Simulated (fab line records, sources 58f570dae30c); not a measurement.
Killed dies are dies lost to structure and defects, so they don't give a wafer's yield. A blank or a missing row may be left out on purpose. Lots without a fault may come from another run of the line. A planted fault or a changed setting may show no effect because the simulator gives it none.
Problem report in the 8D (eight disciplines) form, filled by code | flow berkeley_cmos170 | the parts of the form that need people (team, actions taken, sign-off) are left out

1. THE PROBLEM
M2_AL_RS at UCB170_M2_RS_MEAS_02 reads a mean of 0.0180 ohm/sq on 9 wafers of 3 lots; wafers without a fault read 0.0323 ohm/sq with a standard deviation of 0.00046. That is -31 standard deviations from the usual mean.
The step: measures by four-point-probe.
First seen on wafer L969.1, day 11 15:30, on film_metro-04. The record holds 45 wafers of 15 lots with a number at this step. Rule for "out", or "out of limits": more than 4 standard deviations from the usual mean. The other wafers with a number count as sound.

2. WHAT IT IS AND WHAT IT IS NOT
question                    | is                           | is not
which readings at this step | M2_AL_RS                     | -
which lots                  | L969, L972, L974             | L954, L955, L957, L958, L959, L961, L962, L963, L965, L966, L973, L977
which wafers of those lots  | all that have a number       | -
read on which gauges        | film_metro-03, film_metro-04 | film_metro-02
when                        | from day 11 15:30            | up to then (30 sound wafers); but 6 sound wafers of L973, L977 came after

3. SUSPECTS, AND WHAT RULES EACH OUT
Counting: a tool at a process step up to the reading stays a suspect if it ran every lot that is out and no sound lot after the first of them.
- the gauge at UCB170_M2_RS_MEAS_02: ruled out. The wafers that are out were read on 2 gauges (film_metro-03, film_metro-04).
- pvd_sputter-02 at UCB170_M2_SPUTTER_01 (material Al, target thk 900 nm, time 120 s): kept. It ran every lot that is out, first L969 (day 11 15:25), and no sound lot after that; its last sound lot up to then is L965 (day 10 04:56).
Left after counting: pvd_sputter-02 at UCB170_M2_SPUTTER_01.

4. THE CAUSE (what the simulator had put in)
Process parameter drift: pvd_sputter-02, from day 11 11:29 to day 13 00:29, at UCB170_M2_SPUTTER_01. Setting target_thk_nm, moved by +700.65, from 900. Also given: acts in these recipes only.
Counting left only this tool.

5. THE CHAIN OF EFFECTS, in route order
Each row: a reading whose mean over the struck wafers that have a number lies more than 3 standard deviations from the usual. Only readings for which the record gives a usual standard deviation are gone through. hours: the time from each lot's start at the first step in this table that gives one to its start at this step, as a median over the lots. sigmas: the change in usual standard deviations.
hours | step                    | reading        | usual         | on struck wafers | change  | sigmas
0     | UCB170_M2_RS_MEAS_02    | M2_AL_RS       | 0.0323 ohm/sq | 0.0180           | -0.0143 | -31
0     | UCB170_M2_THK_MEAS_03   | M2_AL_THK      | 910 nm        | 1628             | +718    | +55
2     | UCB170_M2_METAL_ETCH_18 | oes_product_au | 0.859 a.u.    | 1.036            | +0.177  | +13
The process steps in it:
- UCB170_M2_METAL_ETCH_18: etches Al in Cl2/BCl3, stops on SiO2, target depth 1170 nm, time 195 s.

6. WHAT WOULD HAVE CAUGHT IT SOONER
In this record the first reading out of limits at a measuring or inspecting step was taken at day 11 15:30, 4 hours after the fault began at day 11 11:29.
Of the tool readings at UCB170_M2_SPUTTER_01 for which the record gives a usual standard deviation, none was out on any struck wafer, so an alarm limit of 4 standard deviations on them would not have fired.
Of the lots that are out (3), L972, L974 began UCB170_M2_SPUTTER_01 on pvd_sputter-02 after day 11 15:30. A hold on the tool at that time would have spared those 2.
